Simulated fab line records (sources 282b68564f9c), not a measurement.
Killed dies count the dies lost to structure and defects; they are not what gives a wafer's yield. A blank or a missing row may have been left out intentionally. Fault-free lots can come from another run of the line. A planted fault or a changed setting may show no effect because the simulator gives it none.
Chamber matching | flow rit cmos | 4 sister chambers for RIT_GATE_ETCH_19 on rie si-02
The step etches poly-Si in SF6/CHF3/O2, stops on SiO2, time 165 s, target depth 312.5 nm. 4 wafers are shown with their chamber, then 7 later ones without.

## WAFERS PAIRED WITH THEIR CHAMBERS
wafer  | chamber | throttle valve pct (%)
L689.2 | 2       | 10.05
L689.3 | 3       | 10.10
L699.2 | 0       | 10.06
L699.4 | 1       | 10.38

## WAFERS MISSING THEIR CHAMBER
wafer  | throttle valve pct (%)
L699.6 | 10.13
L701.3 | 10.06
L701.4 | 10.40
L701.5 | 10.40
L703.1 | 10.04
L703.5 | 10.06
L703.6 | 10.39

## THE CHAMBER EACH PASSED THROUGH
wafer  | from the rows above     | in truth
L699.6 | 3                       | 3
L701.3 | can't be placed: 0 or 2 | 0
L701.4 | 1                       | 1
L701.5 | 1                       | 1
L703.1 | can't be placed: 2 or 0 | 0
L703.5 | can't be placed: 0 or 2 | 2
L703.6 | 1                       | 1
Correctly placed: 4 of 7. From these rows, 3 cannot be placed; in 3 the true chamber is one of the candidates. Wrongly placed: 0.
How it was worked out, from the rows above alone: a wafer's distance from a chamber is the root of the sum, over the readings, of the square of ((its reading less the chamber's mean) divided by the reading's scatter). The wafer belongs to the nearest chamber; if the next one is less than 2 further off, it can't be placed. Each chamber's mean is taken over the wafers shown for it. The scatter: with one shown wafer a chamber, the root of the mean of the squares of how far each hidden wafer lies from its nearest shown one.
